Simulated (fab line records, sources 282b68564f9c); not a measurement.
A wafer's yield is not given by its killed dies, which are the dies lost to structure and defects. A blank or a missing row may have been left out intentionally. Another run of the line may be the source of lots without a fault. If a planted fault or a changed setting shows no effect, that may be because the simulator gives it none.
The tool behind it: which one? / flow rit-cmos / 21 wafers from 7 lots sampled at 2 of the route's 202 steps

== WHAT THE GAUGES READ, wafer by wafer ==
RIT_SPACER_THK_MEAS_04.
lot=L642; measured=day 3 04:42; on=film-metro-01; SPACER_NITRIDE_THK (nm)=249.4 249.7 251.6
lot=L646; measured=day 4 00:50; on=film-metro-02; SPACER_NITRIDE_THK (nm)=253.0 251.6 252.1
lot=L648; measured=day 4 09:13; on=film-metro-03; SPACER_NITRIDE_THK (nm)=252.6 253.5 255.5
lot=L650; measured=day 5 01:35; on=film-metro-02; SPACER_NITRIDE_THK (nm)=250.1 252.8 251.1
lot=L659; measured=day 6 21:26; on=film-metro-03; SPACER_NITRIDE_THK (nm)=249.6 250.0 250.9
lot=L661; measured=day 7 07:03; on=film-metro-02; SPACER_NITRIDE_THK (nm)=247.7 248.6 247.7
lot=L664; measured=day 7 22:56; on=film-metro-03; SPACER_NITRIDE_THK (nm)=251.7 247.8 247.6

== WHAT TOOL EACH LOT RAN ON (gives the tool, then ch and the chambers of the sampled wafers, and finally the start) ==
lot=L642; RIT_SPACER_CVD_03=lpcvd-01 ch 0, day 3 02:47
lot=L646; RIT_SPACER_CVD_03=lpcvd-01 ch 1, day 3 22:55
lot=L648; RIT_SPACER_CVD_03=lpcvd-02 ch 1, day 4 07:18
lot=L650; RIT_SPACER_CVD_03=lpcvd-01 ch 1, day 4 22:43
lot=L659; RIT_SPACER_CVD_03=lpcvd-01 ch 0, day 6 19:31
lot=L661; RIT_SPACER_CVD_03=lpcvd-02 ch 1, day 7 05:08
lot=L664; RIT_SPACER_CVD_03=lpcvd-01 ch 0, day 7 21:00
- RIT_SPACER_CVD_03: deposits Si3N4 from SiH2Cl2/NH3, target thk 250 nm, time 3300 s.

== THE ANSWER, worked out from the rows above alone ==
Rule: usual is defined by the lots themselves. Put in order of their means at a reading, lots are off if they are a third of the lots or fewer, leave a main group of 4 or more, and stand apart from it by a gap of 3 or more times the standard deviation of the main group's means; of several such gaps the widest counts. Not used: any main group whose means are identical at the precision the tables above print for the reading. Also off: a lot with no number at a reading for which 4 or more lots have one. The other lots that the step has rows for count as sound.
Nothing can be told from this: no lot is off at any reading shown.

== WHAT THE SIMULATOR HAD PUT IN ==
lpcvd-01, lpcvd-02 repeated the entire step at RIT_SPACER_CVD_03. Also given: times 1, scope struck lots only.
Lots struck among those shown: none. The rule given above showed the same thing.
